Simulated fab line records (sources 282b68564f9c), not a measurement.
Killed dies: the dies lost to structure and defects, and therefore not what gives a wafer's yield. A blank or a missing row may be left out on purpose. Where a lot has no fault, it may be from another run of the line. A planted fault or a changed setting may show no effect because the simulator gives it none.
fab line records | flow ritCmos
record: lots: 14 wafers: 42 lastDay: 7
route steps=202 shown NRETRO@62 M1@202
lots that met no fault: from a run of the same line without faults
startH: the number of hours between the record's first day and the start of the first shown wafer of the lot | waitH: hours from the lot's prior step to this one | " the same as in the row above | L1.1+2: a single row standing in for several wafers | - either no value or no given start | * or withheld: withheld | < > ~ a bound
route shown NAME@n: names a module that has steps shown in the file, with the first one's number in the route | usual: mean/standard deviation of fault-free wafers | same: alike in all rows | chamber/n: place in a boat | sites: readings site by site | _std_site: how widely they spread, as a standard deviation | _edge_site: mean of outer sites minus mean of inner sites | radiusMm: how far each site lies from the wafer's centre | mask NAME#n: copy n | behind: the most recent tool/chamber to have shaped the wafer | hold: cause of the lot's hold/its duration in hours/its outcome | device: which transistor (n, p or np) failed to switch | end of line: the same wafers' tests at the end of the route | step lacking rows: just its recipe | killed: the dies lost at the first sort to structure and to defects; this is not the yield of the wafer | map: dies across one wafer; x = killed, . = not, _ = none there
set.NAME: the run value of the setting; set.NAME@STEP: its run value at that earlier step | model.NAME: the simulator's own value behind a step, which no gauge read
one table for each step of the route and one row for each wafer, over a sample of lots
services: the hour from which a tool's chamber was out of use, counted from the record's first day as startH (under 0 if before that day), plus the number of hours and why
== steps ==
step: RIT_NRETRO_STRIP_09
recipe: chemistry: O2 timeS: 180 resist: NOVOLAK platenTempC: withheld powerW: 500 pressureMtorr: 4000 o2FlowSccm: 4000
usual: chamberPressureMTorr: 4000/3.8 drypumpMotorCurrentA: 5.4/0.33 o2FlowSccm: 4001/12
columns lot.wafer tool chamber startH waitH chamberPressureMTorr drypumpMotorCurrentA o2FlowSccm rfHoursCounterH
L544.1 plasmaAsher-03 0 29.96 0.1 4003 5.9 4015 38
L544.3 " 0 " " 4001 5.9 4002 -
L544.5 " 1 " " 3995 4.9 3974 -
L545.1 plasmaAsher-03 1 34.57 0.1 4003 5.0 3978 39
L545.2 " 0 " " 4001 5.9 3995 39
L545.4 " 0 " " 4000 5.9 3979 -
L547.3 plasmaAsher-02 1 45.33 0.1 3998 5.4 3981 -
L547.4 " 0 " " 4000 5.4 3999 -
L547.6 " 0 " " 3998 5.4 4011 -
L548.1 plasmaAsher-04 0 51.19 0.1 4002 5.9 4002 40
L548.2 " 1 " " 4000 5.2 3995 40
L548.3 " 0 " " 4003 5.9 4017 -
L549.3 plasmaAsher-04 1 54.43 0.1 3997 5.2 3981 -
L549.4 " 0 " " 4002 5.9 3992 -
L549.5 " 0 " " 4004 5.9 3993 -
L552.2 plasmaAsher-02 0 71.86 0.1 3996 5.4 4017 29
L552.4 " 0 " " 4000 5.4 4002 -
L552.5 " 0 " " 3997 5.4 3991 -
L553.1 plasmaAsher-02 1 76.94 0.1 3993 5.4 3994 29
L553.3 " 1 " " 4002 5.4 3981 -
L553.6 " 1 " " 3997 5.4 4009 -
L554.4 plasmaAsher-03 0 83.16 0.1 4005 5.9 3997 -
L554.5 " 1 " " 4000 4.9 4004 -
L554.6 " 0 " " 4007 5.9 4007 -
L556.1 plasmaAsher-03 1 98.04 0.1 4003 5.0 3995 45
L556.2 " 0 " " 4004 5.9 4007 45
L556.6 " 0 " " 3995 5.9 3992 -
L558.1 plasmaAsher-03 1 104.58 0.1 4009 5.0 3995 46
L558.2 " 0 " " 3996 5.9 3997 46
L558.3 " 0 " " 4003 5.9 3994 -
L560.1 plasmaAsher-03 0 111.83 0.1 3994 5.9 4007 47
L560.2 " 1 " " 4002 5.0 4015 47
L560.5 " 1 " " 4009 5.0 3996 -
L562.2 plasmaAsher-02 0 121.58 0.1 3994 5.3 4001 34
L562.4 " 0 " " 3999 5.3 3986 -
L562.6 " 0 " " 4003 5.3 4001 -
L565.1 plasmaAsher-04 0 134.14 0.1 4004 5.9 4014 49
L565.3 " 0 " " 4004 5.9 4013 -
L565.5 " 0 " " 4001 5.9 3991 -
L567.2 plasmaAsher-02 1 147.04 0.1 4004 5.4 3999 37
L567.4 " 0 " " 4004 5.3 4020 -
L567.5 " 0 " " 3998 5.3 4014 -
step: RIT_M1_PROBE_99
usual: killed_at_M0_to_M3: 0.0/0.12 killedAtContacts: 0.1/0.31 killedAtFrontEnd: 6.8/2.7 killedDies: 6.9/2.7 killedOnRim: 1.8/1.4 killedOpen: 3.3/1.8 killedShort: 3.5/1.8
same: grossDies: 264 killed_at_M4_up: 0 killedAtBackSide: 0 killedAtOther: 0
columns lot.wafer tool chamber startH waitH killed_at_M0_to_M3 killedAtContacts killedAtFrontEnd killedDies killedOnRim killedOpen killedShort
L558.1 prober-02 - 134.44 0.1 0 0 4 4 0 2 2
L558.2 prober-02 - 134.49 0.1 0 0 27 27 9 3 2
L558.3 prober-02 - 134.54 0.2 0 0 24 24 10 5 3
L560.1 prober-02 - 140.89 0.1 0 0 20 20 8 2 1
L560.2 prober-02 - 140.94 0.1 0 0 5 5 1 4 1
L560.5 prober-02 - 141.09 0.2 0 0 6 6 1 2 4
L562.2 prober-02 - 148.29 0.1 0 0 5 5 2 4 1
L562.4 prober-02 - 148.39 0.2 0 0 12 12 3 5 7
L562.6 prober-02 - 148.49 0.2 0 0 11 11 5 4 7
killed by level:class
L558.1 GATE:geometricParticle:short=2 GATE:geometricParticle:open=1 SILICIDE:geometricParticle:open=1
L558.2 NRETRO:unspecified=21 SPACER:geometricParticle:short=2 GATE:geometricParticle:open=1 SPACER:geometricParticle:open=1 SILICIDE:geometricParticle:open=1 PLDD:coatMicrobubblePrinted=1
L558.3 NRETRO:unspecified=16 GATE:geometricParticle:open=2 SPACER:geometricParticle:open=2 FOX1:geometricParticle:open=1 GATE:geometricParticle:short=1 SPACER:geometricParticle:short=1 SILICIDE:geometricParticle:short=1
L560.1 NRETRO:unspecified=17 GATE:geometricParticle:open=1 REOX:geometricParticle:short=1 SILICIDE:geometricParticle:open=1
L560.2 SPACER:geometricParticle:open=2 FOX2:geometricParticle:open=1 SPACER:geometricParticle:short=1 SILICIDE:geometricParticle:open=1
L560.5 REOX:geometricParticle:short=2 FOX1:geometricParticle:short=1 FOX1:geometricParticle:open=1 GATE:geometricParticle:open=1 SPACER:geometricParticle:short=1
L562.2 GATE:geometricParticle:open=2 FOX1:geometricParticle:open=1 GATE:geometricParticle:short=1 REOX:geometricParticle:open=1
L562.4 GATE:geometricParticle:short=3 FOX2:geometricParticle:short=2 FOX1:geometricParticle:open=1 FOX1:geometricParticle:short=1 GATE:geometricParticle:open=1 REOX:geometricParticle:open=1 REOX:geometricParticle:short=1 SPACER:geometricParticle:open=1
L562.6 GATE:geometricParticle:short=4 FOX1:geometricParticle:short=3 GATE:geometricParticle:open=2 FOX1:geometricParticle:open=1 REOX:geometricParticle:open=1
== services ==
columns tool chamber startH hours kind
plasmaAsher-02 - 26.34 0.9 repair
plasmaAsher-04 - 116.28 1.5 repair
== key ==
firstSign: step: RIT_M1_PROBE_99 reading: killedAtFrontEnd direction: up sigmas: 6.2 usual: 6.8 struck: 23.7
effect: step: RIT_M1_PROBE_99 reading: killedDies direction: up sigmas: 6.2 usual: 6.9 struck: 23.7
metAt RIT_NRETRO_STRIP_09
struckLots L558,L560
struckWafers L558.2,L558.3,L560.1
testerLeftOut L558,L560
onsetBetween 98.04 104.58
fault: kind: chamberParticleSource tool: plasmaAsher-03 chamber: 0 onsetH: 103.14 steps: RIT_NRETRO_STRIP_09 ratePerVisitCm2: 0.82394 endH: 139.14
testerLeftOut: of these lots the tester's yield and bins aren't shown, on N5 and GAA mostly nor the transistor test; their killed dies are dies lost to structure and defects alone, not to doping, threshold or leakage, so they don't give the yield
